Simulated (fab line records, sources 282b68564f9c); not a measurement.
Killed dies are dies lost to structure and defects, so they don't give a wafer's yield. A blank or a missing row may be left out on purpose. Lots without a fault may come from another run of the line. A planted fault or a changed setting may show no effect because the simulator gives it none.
Which tool did it? | flow rit_cmos | 14 lots, 42 wafers sampled, at 5 steps of a route of 202

WHAT THE GAUGES READ, wafer by wafer
RIT_FOX2_THK_MEAS_01. Usual: FOX2_OXIDE_THK 349 nm, standard deviation 6.5.
lot  | measured    | on            | FOX2_OXIDE_THK (nm) | flag
L256 | day 1 20:40 | film_metro-04 | 347 351 349         |
L257 | day 2 04:40 | film_metro-02 | 345 344 341         |
L259 | day 2 10:05 | film_metro-04 | 344 344 347         |
L260 | day 2 17:55 | film_metro-01 | 360 355 359         |
L261 | day 2 21:55 | film_metro-01 | 352 346 349         |
L264 | day 3 16:42 | film_metro-04 | 341 346 343         |
L266 | day 4 01:24 | film_metro-01 | 360 356 360         |
L268 | day 4 11:36 | film_metro-02 | 356 352 356         |
L270 | day 4 17:59 | film_metro-04 | 345 345 344         |
L271 | day 5 00:23 | film_metro-01 | 350 349 354         |
L275 | day 5 19:52 | film_metro-02 | 349 348 353         |
L276 | day 6 02:14 | film_metro-02 | 349 349 353         |
L277 | day 6 06:46 | film_metro-04 | 341 341 341         |
L279 | day 6 14:11 | film_metro-02 | 334 332 333         |

RIT_NWELL_OVL_MEAS_06. Usual: NWELL_OVL -0.3 nm, standard deviation 1.4.
lot  | measured    | on         | NWELL_OVL (nm) | flag
L256 | day 1 22:41 | overlay-02 | 0.4 0.4 1.4    |
L257 | day 2 06:29 | overlay-01 | 0.2 -0.1 0.1   |
L259 | day 2 11:57 | overlay-02 | -0.2 0.8 0.9   |
L260 | day 2 20:29 | overlay-02 | 1.0 -2.1 -1.3  |
L261 | day 2 23:52 | overlay-02 | -0.2 -1.6 -1.1 |
L264 | day 3 19:21 | overlay-01 | 1.9 2.0 -0.2   |
L266 | day 4 03:13 | overlay-02 | -0.4 -1.8 -1.7 |
L268 | day 4 14:21 | overlay-01 | -0.6 0.1 -0.2  |
L270 | day 4 20:14 | overlay-01 | -0.6 0.2 -0.2  |
L271 | day 5 02:49 | overlay-01 | 0.2 -0.5 -1.7  |
L275 | day 5 22:48 | overlay-02 | -0.6 0.8 0.3   |
L276 | day 6 04:49 | overlay-02 | 0.9 3.1 0.6    |
L277 | day 6 08:53 | overlay-02 | -0.6 -1.5 2.4  |
L279 | day 6 16:07 | overlay-02 | 2.0 0.2 1.0    |

RIT_PRETRO_OVL_MEAS_06. Usual: PRETRO_OVL -0.6 nm, standard deviation 1.2.
lot  | measured    | on         | PRETRO_OVL (nm) | flag
L256 | day 2 09:05 | overlay-02 | -0.3 -2.2 -1.4  |
L257 | day 2 16:35 | overlay-02 | -1.5 0.1 -0.2   |
L259 | day 3 00:06 | overlay-02 | 0.1 0.0 -0.1    |
L260 | day 3 08:55 | overlay-02 | -2.6 -1.7 -0.4  |
L261 | day 3 12:58 | overlay-02 | -1.7 -1.2 0.7   |
L264 | day 4 06:06 | overlay-02 | -1.9 0.6 0.2    |
L266 | day 4 13:43 | overlay-01 | -0.8 -1.6 -1.7  |
L268 | day 5 01:20 | overlay-02 | -0.5 -0.9 -0.2  |
L270 | day 5 07:25 | overlay-02 | -2.2 -0.9 0.2   |
L271 | day 5 13:13 | overlay-01 | -0.8 -2.1 1.0   |
L275 | day 6 10:58 | overlay-02 | 1.1 -0.6 2.1    |
L276 | day 6 15:20 | overlay-01 | -0.7 1.5 -0.3   |
L277 | day 6 20:28 | overlay-01 | 0.7 -1.8 -0.7   |
L279 | day 7 02:37 | overlay-02 | -0.5 0.7 -0.3   |

RIT_PRETRO_TW_MEAS_10. Usual: PRETRO_TW 479, standard deviation 4.2.
lot  | measured    | on            | PRETRO_TW   | flag
L256 | day 2 09:42 | film_metro-04 | 482 485 481 |
L257 | day 2 17:12 | film_metro-03 | 475 478 479 |
L259 | day 3 00:43 | film_metro-02 | 473 474 472 |
L260 | day 3 09:32 | film_metro-03 | 482 481 481 |
L261 | day 3 13:34 | film_metro-02 | 472 478 472 |
L264 | day 4 06:47 | film_metro-04 | 483 483 485 |
L266 | day 4 14:27 | film_metro-04 | 483 483 486 |
L268 | day 5 02:03 | film_metro-04 | 480 483 481 |
L270 | day 5 08:01 | film_metro-02 | 521 521 524 | OFF
L271 | day 5 13:49 | film_metro-02 | 523 520 521 | OFF
L275 | day 6 11:34 | film_metro-04 | 485 479 484 |
L276 | day 6 15:57 | film_metro-03 | 482 483 483 |
L277 | day 6 21:04 | film_metro-02 | 480 474 475 |
L279 | day 7 03:13 | film_metro-03 | 478 481 481 |

WHICH TOOL RAN EACH LOT (tool, then ch and the chambers of the sampled wafers, then the start)
lot  | RIT_PRETRO_IMPLANT_08
L256 | implanter-02 ch 0, day 2 09:23
L257 | implanter-01 ch 0, day 2 16:52
L259 | implanter-03 ch 0, day 3 00:25
L260 | implanter-02 ch 0, day 3 09:13
L261 | implanter-03 ch 0, day 3 13:15
L264 | implanter-02 ch 0, day 4 06:28
L266 | implanter-03 ch 0, day 4 14:07
L268 | implanter-02 ch 0, day 5 01:44
L270 | implanter-02 ch 0, day 5 07:42
L271 | implanter-02 ch 0, day 5 13:29
L275 | implanter-01 ch 0, day 6 11:14
L276 | implanter-01 ch 0, day 6 15:38
L277 | implanter-01 ch 0, day 6 20:44
L279 | implanter-03 ch 0, day 7 02:54
- RIT_PRETRO_IMPLANT_08

WHAT THE TOOLS THEMSELVES READ (means of the sampled wafers that have a number; where no wafer has one, the mark that the record gives instead)
RIT_PRETRO_IMPLANT_08. Usual: beam_energy_keV 44.999, standard deviation 0.014; dose_ions_cm2 1.2001e+13, standard deviation 1.3e+10; faraday_current_uA 38.1, standard deviation 0.76.
lot  | tool         | beam_energy_keV | dose_ions_cm2 | faraday_current_uA | flag
L256 | implanter-02 | 45.025          | 1.2025e+13    | 37.1               |
L257 | implanter-01 | 44.994          | 1.1991e+13    | 38.0               |
L259 | implanter-03 | 44.996          | 1.2004e+13    | 38.0               |
L260 | implanter-02 | 45.007          | 1.1994e+13    | 37.9               |
L261 | implanter-03 | 44.993          | 1.2012e+13    | 39.1               |
L264 | implanter-02 | 45.001          | 1.1996e+13    | 37.8               |
L266 | implanter-03 | 45.000          | 1.2002e+13    | 37.5               |
L268 | implanter-02 | 44.998          | 1.2004e+13    | 37.8               |
L270 | implanter-02 | 45.004          | 1.6313e+13    | 51.8               | OFF
L271 | implanter-02 | 45.015          | 1.6324e+13    | 51.7               | OFF
L275 | implanter-01 | 44.999          | 1.2004e+13    | 38.2               |
L276 | implanter-01 | 45.011          | 1.1999e+13    | 37.4               |
L277 | implanter-01 | 45.012          | 1.2009e+13    | 38.2               |
L279 | implanter-03 | 44.981          | 1.1998e+13    | 37.8               |

THE ANSWER, worked out from the rows above alone
Rule: a lot is off if the mean of its wafers that have a number lies more than 3 standard deviations from the usual mean. A lot without any number at a reading at which 4 lots or more have one is off too. The other lots that the step has rows for count as sound. The gauges are gone through in route order, then the tools' own readings, and for those a lot's mean is taken as printed above. The first step at which some lot is off is used, and at that step the reading that is off furthest; a lot without a number counts as furthest.
Off: L270, L271, at RIT_PRETRO_TW_MEAS_10 (PRETRO_TW).
A tool fits if, at a process step before that reading, it ran every lot that is off, and no sound lot after the first of them. The gauges at RIT_PRETRO_TW_MEAS_10 aren't tried: what is off there is off at RIT_PRETRO_IMPLANT_08 too, on other tools, and a gauge's error can't cause that. One fits: implanter-02 at RIT_PRETRO_IMPLANT_08. Its last sound lot is L268 (day 5 01:44), its first lot that is off L270 (day 5 07:42): a fault that began between those two fits.
The tool's own readings at RIT_PRETRO_IMPLANT_08 bear it out: on the lots that are off they differ by more than 5 times the standard deviation of the sound lots' means. dose_ions_cm2 reads 1.6318e+13 there against 1.2003e+13 on the sound lots; faraday_current_uA reads 51.8 there against 37.9 on the sound lots.

WHAT THE SIMULATOR HAD PUT IN
Process parameter drift: implanter-02, from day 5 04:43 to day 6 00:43, at RIT_PRETRO_IMPLANT_08. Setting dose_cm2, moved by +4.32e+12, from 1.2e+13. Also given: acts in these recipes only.
Lots struck among those shown: L270, L271. The rule above found the same.
